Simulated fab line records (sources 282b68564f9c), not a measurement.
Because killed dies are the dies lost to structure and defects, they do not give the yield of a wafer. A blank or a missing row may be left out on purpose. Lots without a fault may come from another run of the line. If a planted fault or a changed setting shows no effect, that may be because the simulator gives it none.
fab line records	flow rit_cmos
record lots=6	wafers=18	last_day=7
route steps=202 shown ACTIVE@8 FOX1@20 FOX2@23 NWELL@28 PWELL@39 M1@202
lots that met no fault: from a run of the same line without faults
start_h: start of the lot's first displayed wafer, in hours after the record's first day	wait_h: time in hours since the lot's previous step	" the same as in the row above	L1.1+2: several wafers, shown together as one row	- value missing, or start not given	* or withheld: withheld	< > ~ a bound
route shown NAME@n: a module of which the file shows steps, and the number in the route of the first	usual: average and standard deviation across the fault-free wafers	same: alike in all rows	chamber/n: place in a boat	sites: each site's reading	_std_site: the values' standard deviation	_edge_site: outer sites' mean less inner sites'	radius_mm: for every site, how far away it sits from the centre of the wafer	mask NAME#n: copy n	behind: the tool/chamber that last shaped the wafer	hold: why the lot was held/for how many hours/how that ended	device: transistor that didn't switch, given as n, p or np	end of line: the tests these same wafers got at the end of their route	a step given without rows: its recipe and nothing more	killed: dies lost to structure and defects at the first sort, not the wafer's yield	map: the dies of a wafer, with x for killed, . for not killed, _ for no die there
set.NAME: the run value of the setting; set.NAME@STEP: its run value at that earlier step	model.NAME: the simulator's own value behind a step, which no gauge read
lots at some steps of the route; a table a step, a row a wafer
services: a tool's chamber out of use, with start hour (start_h, from the record's first day; less than 0 if before it), hours out, and reason
## steps
# step RIT_ACTIVE_SOFTBAKE_07
# recipe resist=NOVOLAK	temp_c=90	time_s=60
# step RIT_ACTIVE_EXPOSE_08
# recipe mask_id=M1	na=0.6	source_shape=conventional	sigma_outer=0.6	target_cd_nm=1400	dose_mj=225
# step RIT_ACTIVE_PEB_09
# recipe resist=NOVOLAK	temp_c=withheld	time_s=withheld
# step RIT_ACTIVE_DEVELOP_10
# recipe resist=NOVOLAK	develop_time_s=50	dev_temp_c=23
# step RIT_ACTIVE_CD_MEAS_11
# recipe target_cd_nm=1400
# usual cd_nm=1400.4/2.1
lot.wafer	tool	chamber	start_h	wait_h	cd_nm
L872.1	cd_sem-01	-	26.04	-	1401.3
L872.2	"	-	"	"	1400.1
L872.5	"	-	"	"	1399.8
L874.2	cd_sem-01	-	36.86	-	1400.6
L874.3	"	-	"	"	1401.0
L874.6	"	-	"	"	1400.4
L876.1	cd_sem-02	-	45.37	-	1399.9
L876.2	"	-	"	"	1400.4
L876.6	"	-	"	"	1400.5
L883.1	cd_sem-02	-	81.17	-	1402.9
L883.2	"	-	"	"	1404.0
L883.5	"	-	"	"	1403.8
L888.1	cd_sem-02	-	107.56	-	1400.8
L888.4	"	-	"	"	1402.6
L888.5	"	-	"	"	1399.6
L891.1	cd_sem-02	-	121.61	-	1401.9
L891.3	"	-	"	"	1403.5
L891.4	"	-	"	"	1402.1
# step RIT_ACTIVE_HARDBAKE_12
# recipe resist=NOVOLAK	temp_c=140	time_s=60
# step RIT_ACTIVE_ETCH_13
# recipe stop_on=SiO2	chemistry=SF6	target=Si3N4	time_s=210	over_etch_frac=0.4	SF6_flow_sccm=200	pressure_mtorr=260	rf_w=125	target_depth_a=2100
# usual chamber_pressure_mTorr=260.01/0.23	drypump_motor_current_A=5.4/0.39	oes_product_au=0.820/0.013	throttle_valve_pct=7.46/0.081
# same time_s=210
lot.wafer	tool	chamber	start_h	wait_h	chamber_pressure_mTorr	drypump_motor_current_A	oes_product_au	rf_hours_counter_h	throttle_valve_pct
L872.1	rie_diel-02	1	26.31	0.1	259.62	5.6	0.822	2	7.41
L872.2	"	3	"	"	260.18	6.3	0.815	1	7.32
L872.5	"	2	"	"	260.07	5.8	0.822	-	7.67
L874.2	rie_diel-01	3	37.11	0.1	260.32	5.6	0.793	26	7.54
L874.3	"	0	"	"	259.83	4.9	0.796	164	7.44
L874.6	"	0	"	"	260.18	4.9	0.798	-	7.44
L876.1	rie_diel-03	1	45.64	0.1	259.96	5.6	0.845	161	7.50
L876.2	"	3	"	"	259.54	5.1	0.832	57	7.40
L876.6	"	3	"	"	260.44	5.1	0.836	-	7.41
L883.1	rie_diel-01	2	81.44	0.1	260.28	5.0	0.828	75	7.43
L883.2	"	1	"	"	259.97	5.9	0.818	79	7.52
L883.5	"	1	"	"	260.11	5.9	0.815	-	7.51
L888.1	rie_diel-01	1	107.83	0.1	259.96	5.9	0.802	80	7.53
L888.4	"	3	"	"	259.67	5.6	0.798	27	7.56
L888.5	"	1	"	"	259.92	5.9	0.806	-	7.52
L891.1	rie_diel-02	0	121.88	0.1	260.16	5.4	0.818	129	7.52
L891.3	"	3	"	"	259.89	6.4	0.817	3	7.33
L891.4	"	2	"	"	260.56	5.8	0.833	119	7.66
# step RIT_ACTIVE_STRIP_14
# recipe chemistry=O2	time_s=180	resist=NOVOLAK	platen_temp_c=withheld	power_w=500	pressure_mtorr=4000	o2_flow_sccm=4000
# usual chamber_pressure_mTorr=4000/3.9	drypump_motor_current_A=5.9/0.52
# same time_s=180
lot.wafer	tool	chamber	start_h	wait_h	chamber_pressure_mTorr	drypump_motor_current_A	rf_hours_counter_h
L872.1	plasma_asher-02	0	26.45	0.1	3998	6.4	39
L872.2	"	1	"	"	3997	6.4	39
L872.5	"	1	"	"	3993	6.4	-
L874.2	plasma_asher-03	1	37.24	0.1	4006	5.1	24
L874.3	"	1	"	"	4004	5.1	-
L874.6	"	0	"	"	4000	5.2	-
L876.1	plasma_asher-04	0	45.77	0.1	4004	6.0	41
L876.2	"	1	"	"	3998	5.9	41
L876.6	"	0	"	"	4000	6.0	-
L883.1	plasma_asher-04	0	81.57	0.1	3999	6.0	47
L883.2	"	1	"	"	3990	6.0	47
L883.5	"	1	"	"	4004	6.0	-
L888.1	plasma_asher-03	0	107.97	0.1	3999	5.2	32
L888.4	"	1	"	"	4001	5.1	-
L888.5	"	0	"	"	4000	5.2	-
L891.1	plasma_asher-02	0	122.02	0.1	3996	6.4	49
L891.3	"	1	"	"	4000	6.4	-
L891.4	"	0	"	"	3998	6.4	-
# step RIT_ACTIVE_CD_MEAS_90
# recipe target_cd_nm=1400
# usual cd_nm=1400.4/2
lot.wafer	tool	chamber	start_h	wait_h	cd_nm
L872.1	cd_sem-02	-	26.62	0.1	1401.0
L872.2	"	-	"	"	1400.4
L872.5	"	-	"	"	1400.3
L874.2	cd_sem-01	-	37.45	0.1	1400.4
L874.3	"	-	"	"	1401.4
L874.6	"	-	"	"	1400.2
L876.1	cd_sem-01	-	45.94	0.1	1399.4
L876.2	"	-	"	"	1400.6
L876.6	"	-	"	"	1400.1
L883.1	cd_sem-01	-	81.75	0.1	1403.1
L883.2	"	-	"	"	1403.6
L883.5	"	-	"	"	1404.1
L888.1	cd_sem-02	-	108.14	0.1	1400.8
L888.4	"	-	"	"	1402.7
L888.5	"	-	"	"	1399.3
L891.1	cd_sem-02	-	122.19	0.1	1401.8
L891.3	"	-	"	"	1403.7
L891.4	"	-	"	"	1402.0
# step RIT_ACTIVE_CLEAN_15
# recipe chemistry=SC1	mix=3:3:50	time_s=600	temp_c=75
# step RIT_ACTIVE_CLEAN_16
# recipe chemistry=dHF	dilution=50:1	time_s=30.51
# step RIT_ACTIVE_CLEAN_17
# recipe chemistry=SC2	mix=3:3:50	time_s=600	temp_c=75	dry=n2_spin
# step RIT_FOX1_OXIDATION_00
# recipe temp_c=1100	ambient=H2O	target_thk_a=3507	p_h2o_torr=720	ox_time_s=1130
# usual ox_temp_c=1100.2/0.45
lot.wafer	tool	chamber	start_h	wait_h	ox_temp_c
L872.1	furnace-01	0	32.44	5.3	1100.9
L872.2	"	0	"	"	1100.7
L872.5	"	0	"	"	1100.9
L874.2	furnace-04	0	38.12	0.2	1100.5
L874.3	"	0	"	"	1101.0
L874.6	"	0	"	"	1100.9
L876.1	furnace-04	0	47.94	1.5	1100.7
L876.2	"	0	"	"	1100.2
L876.6	"	0	"	"	1100.3
L883.1	furnace-03	0	82.28	0.0	1100.0
L883.2	"	0	"	"	1099.8
L883.5	"	0	"	"	1099.7
L888.1	furnace-03	0	108.91	0.2	1100.4
L888.4	"	0	"	"	1099.9
L888.5	"	0	"	"	1101.2
L891.1	furnace-04	0	123.33	0.6	1099.9
L891.3	"	0	"	"	1099.8
L891.4	"	0	"	"	1099.4
# step RIT_FOX1_THK_MEAS_01
# recipe reads=SiO2_of_FOX1_OXIDATION_00
# usual FOX1_OXIDE_THK=349/6.2
lot.wafer	tool	chamber	start_h	wait_h	FOX1_OXIDE_THK[nm]
L872.1	film_metro-03	-	33.76	0.0	344
L872.2	"	-	"	"	344
L872.5	"	-	"	"	348
L874.2	film_metro-04	-	39.44	0.0	355
L874.3	"	-	"	"	354
L874.6	"	-	"	"	351
L876.1	film_metro-01	-	49.25	0.0	353
L876.2	"	-	"	"	358
L876.6	"	-	"	"	358
L883.1	film_metro-01	-	83.60	0.0	350
L883.2	"	-	"	"	352
L883.5	"	-	"	"	354
L888.1	film_metro-01	-	110.22	0.0	345
L888.4	"	-	"	"	347
L888.5	"	-	"	"	352
L891.1	film_metro-01	-	124.65	0.0	354
L891.3	"	-	"	"	357
L891.4	"	-	"	"	346
# step RIT_FOX1_WET_ETCH_02
# recipe chemistry=BOE	target_depth_nm=350	time_s=390	temp_c=21.5	dry=n2_spin	dilution=10:1	target=SiO2
# step RIT_FOX2_OXIDATION_00
# recipe temp_c=1100	ambient=H2O	target_thk_a=3507	p_h2o_torr=720	ox_time_s=1130
# step RIT_FOX2_THK_MEAS_01
# recipe reads=SiO2_of_FOX2_OXIDATION_00
# usual FOX2_OXIDE_THK=353/6.4
lot.wafer	tool	chamber	start_h	wait_h	FOX2_OXIDE_THK[nm]
L872.1	film_metro-01	-	35.73	0.0	340
L872.2	"	-	"	"	349
L872.5	"	-	"	"	348
L874.2	film_metro-02	-	40.93	0.0	370
L874.3	"	-	"	"	372
L874.6	"	-	"	"	362
L876.1	film_metro-01	-	50.75	0.0	356
L876.2	"	-	"	"	358
L876.6	"	-	"	"	358
L883.1	film_metro-03	-	85.11	0.0	351
L883.2	"	-	"	"	352
L883.5	"	-	"	"	355
L888.1	film_metro-02	-	113.47	0.0	353
L888.4	"	-	"	"	356
L888.5	"	-	"	"	354
L891.1	film_metro-03	-	126.14	0.0	344
L891.3	"	-	"	"	353
L891.4	"	-	"	"	342
# step RIT_FOX2_CLEAN_02
# recipe chemistry=dHF	dilution=50:1	time_s=180
# step RIT_FOX2_WET_ETCH_03
# recipe chemistry=H3PO4	target=Si3N4	target_depth_nm=195	temp_c=165	time_s=2700
# step RIT_FOX2_THK_MEAS_90
# recipe reads=SiO2_of_FOX2_OXIDATION_00
# usual FIELD_OXIDE_LEFT_1_THK=326/6.4
lot.wafer	tool	chamber	start_h	wait_h	FIELD_OXIDE_LEFT_1_THK[nm]
L872.1	film_metro-02	-	36.67	0.0	313
L872.2	"	-	"	"	321
L872.5	"	-	"	"	321
L874.2	film_metro-01	-	41.81	0.0	343
L874.3	"	-	"	"	345
L874.6	"	-	"	"	335
L876.1	film_metro-01	-	52.53	0.0	329
L876.2	"	-	"	"	331
L876.6	"	-	"	"	331
L883.1	film_metro-03	-	85.99	0.0	323
L883.2	"	-	"	"	325
L883.5	"	-	"	"	327
L888.1	film_metro-01	-	114.42	0.0	326
L888.4	"	-	"	"	329
L888.5	"	-	"	"	327
L891.1	film_metro-02	-	127.77	0.0	317
L891.3	"	-	"	"	326
L891.4	"	-	"	"	315
# step RIT_NWELL_HMDS_00
# recipe prime_time_s=61.17	prime_temp_c=140
# step RIT_NWELL_COAT_01
# recipe resist=NOVOLAK	spin_rpm=2000	resist_thk_nm=1300
# step RIT_NWELL_SOFTBAKE_02
# recipe resist=NOVOLAK	temp_c=90	time_s=60
# step RIT_NWELL_EXPOSE_03
# recipe mask_id=M2	na=0.57	target_cd_nm=43900	dose_mj=250
# step RIT_NWELL_PEB_04
# recipe resist=NOVOLAK	temp_c=withheld	time_s=withheld
# step RIT_NWELL_DEVELOP_05
# recipe resist=NOVOLAK	develop_time_s=68	dev_temp_c=23
# step RIT_NWELL_OVL_MEAS_06
# usual NWELL_OVL=-1.1/1.3
lot.wafer	tool	chamber	start_h	wait_h	NWELL_OVL[nm]
L872.1	overlay-01	-	37.61	-	-2.7
L872.2	"	-	"	"	-3.2
L872.5	"	-	"	"	-2.9
L874.2	overlay-02	-	42.83	-	0.1
L874.3	"	-	"	"	0.3
L874.6	"	-	"	"	1.0
L876.1	overlay-01	-	53.50	-	-1.5
L876.2	"	-	"	"	0.3
L876.6	"	-	"	"	0.1
L883.1	overlay-02	-	86.93	-	1.2
L883.2	"	-	"	"	3.5
L883.5	"	-	"	"	0.3
L888.1	overlay-01	-	115.36	-	0.1
L888.4	"	-	"	"	-2.0
L888.5	"	-	"	"	0.3
L891.1	overlay-01	-	128.84	-	-1.3
L891.3	"	-	"	"	-4.1
L891.4	"	-	"	"	-2.2
# step RIT_NWELL_HARDBAKE_07
# recipe resist=NOVOLAK	temp_c=140	time_s=120
# step RIT_NWELL_IMPLANT_08
# recipe species=P	energy_kev=170	dose_cm2=5e+13	tilt_deg=7
# step RIT_NWELL_STRIP_09
# recipe chemistry=O2	time_s=180	resist=NOVOLAK	platen_temp_c=withheld	power_w=500	pressure_mtorr=4000	o2_flow_sccm=4000
# usual chamber_pressure_mTorr=4000/3.6	drypump_motor_current_A=6.09/0.25
# same time_s=180
lot.wafer	tool	chamber	start_h	wait_h	chamber_pressure_mTorr	drypump_motor_current_A	rf_hours_counter_h
L872.1	plasma_asher-04	1	38.05	0.1	4001	5.95	39
L872.2	"	0	"	"	4002	6.02	39
L872.5	"	1	"	"	4003	6.00	-
L874.2	plasma_asher-04	0	43.41	0.3	3998	6.03	41
L874.3	"	1	"	"	4004	5.99	-
L874.6	"	1	"	"	3998	6.01	-
L876.1	plasma_asher-01	1	53.94	0.1	4005	5.73	34
L876.2	"	0	"	"	4001	5.94	34
L876.6	"	0	"	"	4004	5.93	-
L883.1	plasma_asher-01	1	87.36	0.1	4000	5.70	38
L883.2	"	0	"	"	3997	5.96	38
L883.5	"	1	"	"	3999	5.71	-
L888.1	plasma_asher-01	1	115.79	0.1	3998	5.73	41
L888.4	"	0	"	"	3999	5.94	-
L888.5	"	0	"	"	4001	5.98	-
L891.1	plasma_asher-02	0	129.27	0.1	4005	6.45	50
L891.3	"	1	"	"	4000	6.38	-
L891.4	"	0	"	"	3994	6.42	-
# step RIT_NWELL_TW_MEAS_10
# usual NWELL_TW=2148/15
lot.wafer	tool	chamber	start_h	wait_h	NWELL_TW
L872.1	film_metro-04	-	38.22	0.1	2114
L872.2	"	-	"	"	2123
L872.5	"	-	"	"	2128
L874.2	film_metro-04	-	43.60	0.1	2125
L874.3	"	-	"	"	2130
L874.6	"	-	"	"	2114
L876.1	film_metro-02	-	54.11	0.1	2148
L876.2	"	-	"	"	2156
L876.6	"	-	"	"	2147
L883.1	film_metro-04	-	87.54	0.1	2129
L883.2	"	-	"	"	2134
L883.5	"	-	"	"	2144
L888.1	film_metro-01	-	115.97	0.1	2165
L888.4	"	-	"	"	2150
L888.5	"	-	"	"	2154
L891.1	film_metro-01	-	129.45	0.1	2165
L891.3	"	-	"	"	2158
L891.4	"	-	"	"	2150
# step RIT_PWELL_HMDS_00
# recipe prime_time_s=60	prime_temp_c=140
# step RIT_PWELL_COAT_01
# recipe resist=NOVOLAK	spin_rpm=2000	resist_thk_nm=1300
# step RIT_PWELL_SOFTBAKE_02
# recipe resist=NOVOLAK	temp_c=90	time_s=58.85
# step RIT_PWELL_EXPOSE_03
# recipe mask_id=M3	na=0.57	target_cd_nm=43700	dose_mj=250
# step RIT_PWELL_PEB_04
# recipe resist=NOVOLAK	temp_c=withheld	time_s=withheld
# step RIT_PWELL_DEVELOP_05
# recipe resist=NOVOLAK	develop_time_s=68	dev_temp_c=23
# step RIT_PWELL_OVL_MEAS_06
# usual PWELL_OVL=-1.3/1.2
lot.wafer	tool	chamber	start_h	wait_h	PWELL_OVL[nm]
L872.1	overlay-02	-	39.29	-	-0.3
L872.2	"	-	"	"	-1.0
L872.5	"	-	"	"	0.2
L874.2	overlay-01	-	44.66	-	-1.5
L874.3	"	-	"	"	-1.2
L874.6	"	-	"	"	-1.2
L876.1	overlay-02	-	55.05	-	-2.7
L876.2	"	-	"	"	-1.1
L876.6	"	-	"	"	-1.1
L883.1	overlay-01	-	88.60	-	-2.7
L883.2	"	-	"	"	-1.8
L883.5	"	-	"	"	-1.4
L888.1	overlay-01	-	116.99	-	0.3
L888.4	"	-	"	"	-2.6
L888.5	"	-	"	"	-3.4
L891.1	overlay-02	-	130.45	-	-3.3
L891.3	"	-	"	"	-1.5
L891.4	"	-	"	"	-2.1
# step RIT_PWELL_HARDBAKE_07
# recipe resist=NOVOLAK	temp_c=140	time_s=120
# step RIT_PWELL_IMPLANT_08
# recipe species=B	energy_kev=170	dose_cm2=7e+13	tilt_deg=7
# step RIT_PWELL_STRIP_09
# recipe chemistry=O2	time_s=180	resist=NOVOLAK	platen_temp_c=withheld	power_w=500	pressure_mtorr=4000	o2_flow_sccm=4000
# usual chamber_pressure_mTorr=4000/3.3	drypump_motor_current_A=5.6/0.4
# same time_s=180
lot.wafer	tool	chamber	start_h	wait_h	chamber_pressure_mTorr	drypump_motor_current_A	rf_hours_counter_h
L872.1	plasma_asher-04	0	39.73	0.1	4002	6.0	40
L872.2	"	1	"	"	4003	6.0	40
L872.5	"	0	"	"	3998	6.0	-
L874.2	plasma_asher-03	1	45.09	0.1	4002	5.1	26
L874.3	"	0	"	"	3998	5.2	-
L874.6	"	1	"	"	4002	5.1	-
L876.1	plasma_asher-04	1	55.71	0.1	4003	5.9	43
L876.2	"	0	"	"	3994	6.0	43
L876.6	"	0	"	"	4001	6.0	-
L883.1	plasma_asher-01	0	89.04	0.1	3995	5.9	38
L883.2	"	1	"	"	3993	5.7	38
L883.5	"	1	"	"	4006	5.8	-
L888.1	plasma_asher-03	1	117.43	0.1	3995	5.1	34
L888.4	"	0	"	"	4006	5.2	-
L888.5	"	0	"	"	4003	5.2	-
L891.1	plasma_asher-03	1	130.89	0.1	3993	5.1	35
L891.3	"	0	"	"	3998	5.2	-
L891.4	"	1	"	"	4006	5.1	-
# step RIT_PWELL_TW_MEAS_10
# usual PWELL_TW=951/6.8
lot.wafer	tool	chamber	start_h	wait_h	PWELL_TW
L872.1	film_metro-01	-	39.90	0.1	962
L872.2	"	-	"	"	954
L872.5	"	-	"	"	958
L874.2	film_metro-01	-	45.27	0.1	956
L874.3	"	-	"	"	958
L874.6	"	-	"	"	956
L876.1	film_metro-04	-	55.88	0.1	946
L876.2	"	-	"	"	943
L876.6	"	-	"	"	946
L883.1	film_metro-02	-	89.22	0.1	950
L883.2	"	-	"	"	953
L883.5	"	-	"	"	947
L888.1	film_metro-01	-	117.60	0.1	953
L888.4	"	-	"	"	954
L888.5	"	-	"	"	952
L891.1	film_metro-01	-	131.06	0.1	957
L891.3	"	-	"	"	960
L891.4	"	-	"	"	958
# step RIT_M1_PROBE_99
# usual killed_at_contacts=0.1/0.23	killed_at_front_end=6.6/2.8	killed_dies=6.6/2.8	killed_on_rim=1.8/1.4	killed_open=3.3/2	killed_short=3.2/1.7
# same gross_dies=264	killed_at_M0_to_M3=0	killed_at_M4_up=0	killed_at_back_side=0	killed_at_other=0
lot.wafer	tool	chamber	start_h	wait_h	killed_at_contacts	killed_at_front_end	killed_dies	killed_on_rim	killed_open	killed_short
L872.1	prober-02	-	76.41	0.1	0	8	8	2	6	2
L872.2	prober-02	-	76.46	0.1	0	8	8	2	6	2
L872.5	prober-02	-	76.61	0.2	0	7	7	2	4	3
L874.2	prober-02	-	87.79	0.1	0	74	74	15	3	2
L874.3	prober-02	-	87.84	0.2	0	81	81	15	3	3
L874.6	prober-02	-	87.99	0.2	1	73	74	21	6	6
L876.1	prober-02	-	91.75	0.1	0	82	82	26	6	2
L876.2	prober-02	-	91.80	0.1	0	78	78	19	5	3
L876.6	prober-02	-	92.00	0.2	0	69	69	20	5	4
L883.1	prober-01	-	128.75	0.1	0	6	6	4	4	2
L883.2	prober-01	-	128.80	0.1	0	5	5	0	3	2
L883.5	prober-01	-	128.95	0.2	0	4	4	0	2	2
L891.1	prober-01	-	168.12	0.1	0	9	9	3	5	4
L891.3	prober-01	-	168.22	0.2	0	1	1	0	1	0
L891.4	prober-01	-	168.27	0.2	0	3	3	2	3	0
# killed by level:class
L872.1 REOX:geometric_particle:open=3 GATE:geometric_particle:open=2 FOX1:geometric_particle:short=1 FOX1:geometric_particle:open=1 REOX:geometric_particle:short=1
L872.2 GATE:geometric_particle:open=4 GATE:geometric_particle:short=2 SPACER:geometric_particle:open=1 SILICIDE:geometric_particle:open=1
L872.5 GATE:geometric_particle:open=4 GATE:geometric_particle:short=3
L874.2 FOX1:unspecified=69 FOX1:geometric_particle:short=1 FOX1:geometric_particle:open=1 SPACER:geometric_particle:short=1 SPACER:geometric_particle:open=1 SILICIDE:geometric_particle:open=1
L874.3 FOX1:unspecified=75 FOX1:geometric_particle:open=2 FOX1:geometric_particle:short=1 GATE:geometric_particle:short=1 REOX:geometric_particle:short=1 SPACER:geometric_particle:open=1
L874.6 FOX1:unspecified=62 FOX1:geometric_particle:short=2 FOX1:geometric_particle:open=2 GATE:geometric_particle:short=2 GATE:geometric_particle:open=2 SPACER:geometric_particle:short=1 SILICIDE:geometric_particle:short=1 SILICIDE:geometric_particle:open=1
L876.1 FOX1:unspecified=74 FOX2:geometric_particle:open=3 FOX1:geometric_particle:open=2 FOX1:geometric_particle:short=1 GATE:geometric_particle:open=1 SPACER:geometric_particle:short=1
L876.2 FOX1:unspecified=70 GATE:geometric_particle:open=4 FOX1:geometric_particle:short=1 FOX1:geometric_particle:open=1 GATE:geometric_particle:short=1 REOX:geometric_particle:short=1
L876.6 FOX1:unspecified=60 FOX1:geometric_particle:open=3 FOX1:geometric_particle:short=1 GATE:geometric_particle:open=1 REOX:geometric_particle:short=1 REOX:geometric_particle:open=1 SPACER:geometric_particle:short=1 SILICIDE:geometric_particle:short=1
L883.1 GATE:geometric_particle:open=3 SPACER:geometric_particle:short=2 REOX:geometric_particle:open=1
L883.2 FOX2:geometric_particle:open=2 SPACER:geometric_particle:short=2 REOX:geometric_particle:open=1
L883.5 FOX1:geometric_particle:short=1 FOX1:geometric_particle:open=1 FOX2:geometric_particle:open=1 FOX2:geometric_particle:short=1
L891.1 FOX2:geometric_particle:short=2 FOX2:geometric_particle:open=2 GATE:geometric_particle:open=2 GATE:geometric_particle:short=1 REOX:geometric_particle:open=1 SPACER:geometric_particle:short=1
L891.3 GATE:geometric_particle:open=1
L891.4 GATE:geometric_particle:open=2 SPACER:geometric_particle:open=1
# map L874.3 (x killed, . not)
________x.x...._______
_____...xx...x..x.____
____..x..xxx.x.xx..___
___..x.x.......x..x.__
__........x.........._
__..xx..x.xxx...x..x._
_.....x.x.x..........x
_......xx.......x..xxx
_.....x....x..xx.xx...
_x....x......x.x.x.x..
__..x...xxxxx..xx...._
__..x..xx.xx...x....._
___...xxx.x.x.x.....__
____x...x.x....x...___
_____...xx.x.x.x..____
________x.x..xx_______
# map L876.1 (x killed, . not)
________.x..x.._______
_____..........xxx____
____......xx.x...x.___
___.........x...xxx.__
__..x..............x._
__x.x....xx.xx..x.x.._
_x.....xx..x.x...x..xx
_.x.xxx...xx..x.xxx..x
_xxxx...........xx....
_x..x.......x.........
__.x......x....x.x..._
__...x....x.xx..x...._
___xx....xxx.x.x...x__
____x....x.x..xx...___
_____xx.x.xx..x...____
________x....xx_______
## services
tool	chamber	start_h	hours	kind
furnace-01	-	10.04	19.3	pm
furnace-01	-	29.33	3.1	pm
plasma_asher-02	-	39.84	14.4	repair
plasma_asher-02	-	47.53	0.5	repair
rie_diel-03	3	52.52	4.3	repair
plasma_asher-03	-	52.89	14.6	pm
furnace-04	-	56.09	3.5	pm
rie_diel-01	0	72.34	-	clean
rie_diel-01	0	72.34	-	consumable_replace:esc
rie_diel-01	0	72.34	20.8	scheduled_down
rie_diel-01	0	72.34	20.8	vent_cycle
rie_diel-02	0	81.92	9.5	repair
rie_diel-03	1	85.17	-	clean
rie_diel-03	1	85.17	20.9	scheduled_down
rie_diel-03	1	85.17	20.9	vent_cycle
rie_diel-01	1	86.22	10.6	repair
furnace-04	-	91.76	11.7	pm
plasma_asher-04	-	108.75	9.0	pm
plasma_asher-04	0	108.75	9.0	vent_cycle
plasma_asher-04	1	108.75	9.0	vent_cycle
plasma_asher-04	0	117.75	-	clean
plasma_asher-04	1	117.75	-	clean
plasma_asher-02	-	121.22	0.5	repair
rie_diel-01	2	127.12	22.4	repair
## key
first_sign step=RIT_M1_PROBE_99	reading=killed_at_front_end	direction=up	sigmas=25	usual=6.6	struck=76.2
effect step=RIT_M1_PROBE_99	reading=killed_dies	direction=up	sigmas=25	usual=6.6	struck=76.3
met_at RIT_FOX1_OXIDATION_00
struck_wafers L874.2,L874.3,L874.6,L876.1,L876.2,L876.6
tester_left_out L874,L876
fault kind=chamber_particle_source	tool=furnace-04	chamber=-	onset_h=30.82	steps=RIT_FOX1_OXIDATION_00	rate_per_visit_cm2=0.57858	end_h=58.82
# tester_left_out: of these lots the tester's yield and bins aren't shown, on N5 and GAA mostly nor the transistor test; their killed dies are dies lost to structure and defects alone, not to doping, threshold or leakage, so they don't give the yield
